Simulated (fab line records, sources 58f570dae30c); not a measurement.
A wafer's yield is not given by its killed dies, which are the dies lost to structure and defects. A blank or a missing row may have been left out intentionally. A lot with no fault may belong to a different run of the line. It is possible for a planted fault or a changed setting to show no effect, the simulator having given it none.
Which tool was responsible? + flow berkeley-cmos170 + Sampling: 7 lots, 21 wafers, 2 of 331 route steps

## WHAT THE GAUGES SHOWED, per wafer
UCB170_PFIELD_TW_MEAS_09.
| lot  | measured    | on            | PFIELD_TW   |
|------|-------------|---------------|-------------|
| L873 | day 4 14:54 | film-metro-04 | 599 604 600 |
| L875 | day 5 01:17 | film-metro-03 | 595 596 597 |
| L877 | day 5 14:11 | film-metro-04 | 592 593 593 |
| L880 | day 6 08:53 | film-metro-03 | 592 595 594 |
| L887 | day 7 10:41 | film-metro-01 | 593 589 589 |
| L889 | day 7 23:50 | film-metro-01 | 476 475 478 |
| L895 | day 9 03:10 | film-metro-04 | 596 597 601 |

## EACH LOT AND THE TOOL THAT RAN IT (in order: tool; ch and the chambers of the sampled wafers; start)
| lot  | UCB170_PFIELD_IMPLANT_07       |
|------|--------------------------------|
| L873 | implanter-03 ch 0, day 4 14:39 |
| L875 | implanter-03 ch 0, day 5 01:02 |
| L877 | implanter-01 ch 0, day 5 13:56 |
| L880 | implanter-03 ch 0, day 6 08:38 |
| L887 | implanter-03 ch 0, day 7 10:27 |
| L889 | implanter-01 ch 0, day 7 23:35 |
| L895 | implanter-04 ch 0, day 9 02:57 |
- UCB170_PFIELD_IMPLANT_07

## THE ANSWER, worked out from the rows above alone
Rule: the usual values come from the lots themselves. Put in order of their means at a reading, lots are off if they are a third of the lots or fewer, leave a main group of 4 or more, and stand apart from it by a gap of 3 or more times the standard deviation of the main group's means; of several such gaps the widest counts. The tables above print the reading to a certain number of digits; a main group whose means all agree to those digits is not used. Also off: a lot with no number at a reading for which 4 or more lots have one. Any other lot the step has rows for is counted as sound.
Off: at UCB170_PFIELD_TW_MEAS_09 (PFIELD_TW), L889. The main group: mean 595, standard deviation 3.5.
A tool fits if, at a process step before that reading, it ran every lot that is off, and no sound lot after the first of them. Gauges at UCB170_PFIELD_TW_MEAS_09: tried the same way as those tools. Undecided on this evidence; 2 tools fit (implanter-01 at UCB170_PFIELD_IMPLANT_07, film-metro-01 at UCB170_PFIELD_TW_MEAS_09).

## WHAT WAS PUT IN BY THE SIMULATOR
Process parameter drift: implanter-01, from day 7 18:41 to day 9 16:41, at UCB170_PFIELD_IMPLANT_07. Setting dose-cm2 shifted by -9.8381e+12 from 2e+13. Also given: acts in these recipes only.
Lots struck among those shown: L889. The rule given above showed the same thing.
